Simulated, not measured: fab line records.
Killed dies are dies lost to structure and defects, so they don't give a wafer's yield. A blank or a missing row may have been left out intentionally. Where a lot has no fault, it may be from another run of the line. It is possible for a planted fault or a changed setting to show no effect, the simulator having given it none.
Struck lot and sound lot, side by side | flow ritCmos | 15 out of 202 route steps
Sound: the wafers L344.1, L344.3, L344.4. The struck wafers were L356.1, L356.4, L356.6. Last of all comes the cause.
Each step with rows lists, per side, the tool, then ch with its chambers, then its first start. Under that, the readings that differ: sound wafers | struck wafers | difference of the means | sigmas: that difference in standard deviations of wafers without a fault.
alike: words and numbers the same on both sides, and readings whose means are apart by under 2 such deviations; not compared: readings that were withheld, readings missing a value for some wafer, numbers with overlapping values and no deviation given by the record, and bounds like >300 which may hide the same value.
Wherever a step has rows on one side only, a row that says differs or no value, or a row with sigmas, the two part there. Numbers that don't overlap but have no deviation are shown without sigmas and don't part them. A reading that every wafer of one side lacks parts them only if that side has two wafers or more.

first, 3 steps without rows for these wafers: RIT_SDANNEAL_CLEAN_00 (cleans in SC1, time 600 s); RIT_SDANNEAL_CLEAN_01 (cleans in dHF, time 30 s); RIT_SDANNEAL_CLEAN_02 (cleans in SC2, time 600 s).
RIT_SDANNEAL_RTA_03: time 5 s.
  sound on rtpAnneal-02 ch 0, day 5 14:31; struck on rtpAnneal-02 ch 0, day 8 09:22
  alike: wafer_temp_C_max
RIT_SDANNEAL_RS_MEAS_04: a four-point-probe measurement.
  struck on filmMetro-01, day 8 09:25; sound on filmMetro-03, day 5 14:35
  alike: PSD_RS
RIT_SDANNEAL_RS_MEAS_05: a four-point-probe measurement.
  struck on filmMetro-01, day 8 09:32; sound on filmMetro-03, day 5 14:42
  alike: NSD_RS
RIT_SDANNEAL_RS_MEAS_06: a four-point-probe measurement.
  struck on filmMetro-01, day 8 09:40; sound on filmMetro-03, day 5 14:49
  alike: PLDD_RS
RIT_SDANNEAL_RS_MEAS_07: a four-point-probe measurement.
  struck on filmMetro-01, day 8 09:47; sound on filmMetro-03, day 5 14:56
reading          | sound             | struck            | difference | sigmas
NLDD_RS (ohm/sq) | 150.4 150.8 150.8 | 151.7 151.9 152.5 | +1.4       | +2
then, 1 step without rows for these wafers: RIT_SILICIDE_WET_ETCH_00 (etches SiO2 in BOE, target depth 14 nm, time 15 s).
RIT_SILICIDE_SPUTTER_01: material Ti, target thk 30 nm, time 240 s.
  struck on pvdSputter-04, day 8 09:55; sound on pvdSputter-03, day 5 15:04
  alike: throttleValvePct
RIT_SILICIDE_RS_MEAS_02: a four-point-probe measurement.
  struck on filmMetro-03, day 8 10:04; sound on filmMetro-01, day 5 15:13
  alike: SILICIDE_TI_RS
RIT_SILICIDE_THK_MEAS_03: measures by xrf.
  struck on filmMetro-03, day 8 10:11; sound on filmMetro-01, day 5 15:20
  alike: SILICIDE_TI_THK
RIT_SILICIDE_RTA_04: time 10 s, ramp up 5 s, ramp down 5 s.
  sound on rtpAnneal-01 ch 0, day 5 15:24; struck on rtpAnneal-01 ch 0, day 8 10:15
reading          | sound             | struck            | difference | sigmas
wafer_temp_C_max | 652.6 652.6 653.0 | 792.3 793.1 792.8 | +140.0     | +99 or more
then, 1 step without rows for these wafers: RIT_SILICIDE_WET_ETCH_05 (etches Ti in SPM, time 120 s).
RIT_M1_PROBE_99:
  struck on prober-02, day 8 17:01; sound on prober-01, day 5 22:14
  alike: killedAtFrontEnd, killedDies, killedOpen, killedShort

WHERE THEY PART
At RIT_SDANNEAL_RS_MEAS_07 first; at RIT_SILICIDE_RTA_04 last (within this record only). Later steps at which nothing parts them and some readings are alike: RIT_M1_PROBE_99.

WHY: what had been put in by the simulator
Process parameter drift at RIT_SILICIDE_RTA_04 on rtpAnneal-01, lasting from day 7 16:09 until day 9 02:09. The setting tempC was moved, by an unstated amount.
